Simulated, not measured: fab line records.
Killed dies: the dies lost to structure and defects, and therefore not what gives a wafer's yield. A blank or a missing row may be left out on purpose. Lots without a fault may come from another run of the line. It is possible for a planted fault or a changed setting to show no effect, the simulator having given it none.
Struck lot and sound lot, side by side || flow berkeley_cmos170 || 14 out of 331 route steps
Sound: wafers L392.1, L392.3, L392.6. Wafers L385.1, L385.2, L385.3 were the ones struck. The cause is given at the end.
Order at every step that has rows: each side's tool, ch and its chambers, its first start. Under that, the readings that differ: sound wafers || struck wafers || difference of the means || sigmas: that difference in standard deviations of wafers without a fault.
alike: readings with means less than 2 such deviations apart, plus words and numbers identical on both sides. not compared: withheld readings, readings lacking a value on some wafer, bounds such as >300 that could conceal the same value, and numbers that have no deviation in the record and whose values overlap.
Wherever a step has rows on one side only, a row that says differs or no value, or a row with sigmas, the two part there. Non-overlapping numbers with no deviation appear without sigmas and do not part them. A reading missing from all wafers of one side parts the sides only when that side holds two or more wafers.

UCB170_CONTACT_STRIP_06: strips in O2.
  sound on plasma_asher-01 ch 0,1, day 10 08:58; struck on plasma_asher-04 ch 0,1, day 9 01:14
{"reading": "drypump_motor_current_A (A)", "sound": "5.9 5.9 6.6", "struck": "5.1 5.2 5.1", "difference": -1.0, "sigmas": -2}
  alike: oes_product_au, strip_time_to_endpoint_s
  not compared: rf_hours_counter_h
then, 1 step without rows for these wafers: UCB170_CONTACT_CLEAN_07 (cleans in SPM, time 600 s).
UCB170_CONTACT_RTA_08: time 10 s.
  sound on rtp_anneal-02 ch 0, day 10 09:19; struck on rtp_anneal-02 ch 0, day 9 01:40
  alike: chamber_o2_ppm, lamp_power_pct, wafer_temp_C_max
then, 6 steps without rows for these wafers: UCB170_CONTACT_COAT_09; UCB170_CONTACT_COAT_10 (resist thk 900 nm); UCB170_CONTACT_SOFTBAKE_11 (time 60 s); UCB170_CONTACT_EXPOSE_12 (exposes mask CONT, target cd 700 nm); UCB170_CONTACT_PEB_13; UCB170_CONTACT_DEVELOP_14 (develop time 45 s).
UCB170_CONTACT_CD_MEAS_15 targets a cd of 700 nm.
  sound on cd_sem-02, day 10 10:32; struck on cd_sem-02, day 9 02:54
{"reading": "cd_nm (nm)", "sound": "703.9 704.9 704.8", "struck": "698.8 700.6 699.5", "difference": -4.9, "sigmas": -3}
UCB170_CONTACT_OVL_MEAS_16:
  sound on overlay-01, day 10 10:39; struck on overlay-01, day 9 03:01
  alike: CONTACT_OVL
UCB170_CONTACT_ETCH_17: etches BARC in N2/H2.
  sound on rie_diel-04 ch 0,1, day 10 10:41; struck on rie_diel-02 ch 0,1,2, day 9 03:04
  alike: drypump_motor_current_A, oes_product_au, throttle_valve_pct
UCB170_CONTACT_ETCH_18: etches PSG in CHF3/CF4/Ar, stops on TiSi2, target depth 840 nm, time 195 s.
  sound on rie_diel-04 ch 0,1, day 10 10:00; struck on rie_diel-02 ch 0,1,2, day 9 03:00
{"reading": "oes_product_au (a.u.)", "sound": "0.885 0.864 0.855", "struck": "1.022 0.943 0.964", "difference": "+0.108", "sigmas": "+6"}
{"reading": "run_length_s (s)", "sound": "223.71 223.31 223.15", "struck": "183.26 183.75 183.41", "difference": -39.92, "sigmas": "-99 or more"}
{"reading": "model.KrF_of_CONTACT_COAT_10.thk_nm (nm)", "sound": "691.4 683.3 684.6", "struck": "731.9 735.5 733.4", "difference": "+47.2", "sigmas": ""}
{"reading": "model.CONTACT.feature_depth_nm (nm)", "sound": "691.2 687 681.2", "struck": "675.3 649.2 662.2", "difference": -24.2, "sigmas": ""}
{"reading": "model.etch.depth_nm (nm)", "sound": "691.2 687 681.2", "struck": "675.3 649.2 662.2", "difference": -24.2, "sigmas": ""}
  alike: drypump_motor_current_A, throttle_valve_pct
  not compared: rf_hours_counter_h
UCB170_CONTACT_STRIP_19: strips in O2.
  sound on plasma_asher-03 ch 1, day 10 10:51; struck on plasma_asher-04 ch 0,1, day 9 03:13
  alike: drypump_motor_current_A, oes_product_au
  not compared: rf_hours_counter_h

WHERE THEY PART
At UCB170_CONTACT_STRIP_06 first; at UCB170_CONTACT_ETCH_18 last (within this record only). Later steps at which nothing parts them and some readings are alike: UCB170_CONTACT_STRIP_19.

WHY: whatever the simulator had introduced
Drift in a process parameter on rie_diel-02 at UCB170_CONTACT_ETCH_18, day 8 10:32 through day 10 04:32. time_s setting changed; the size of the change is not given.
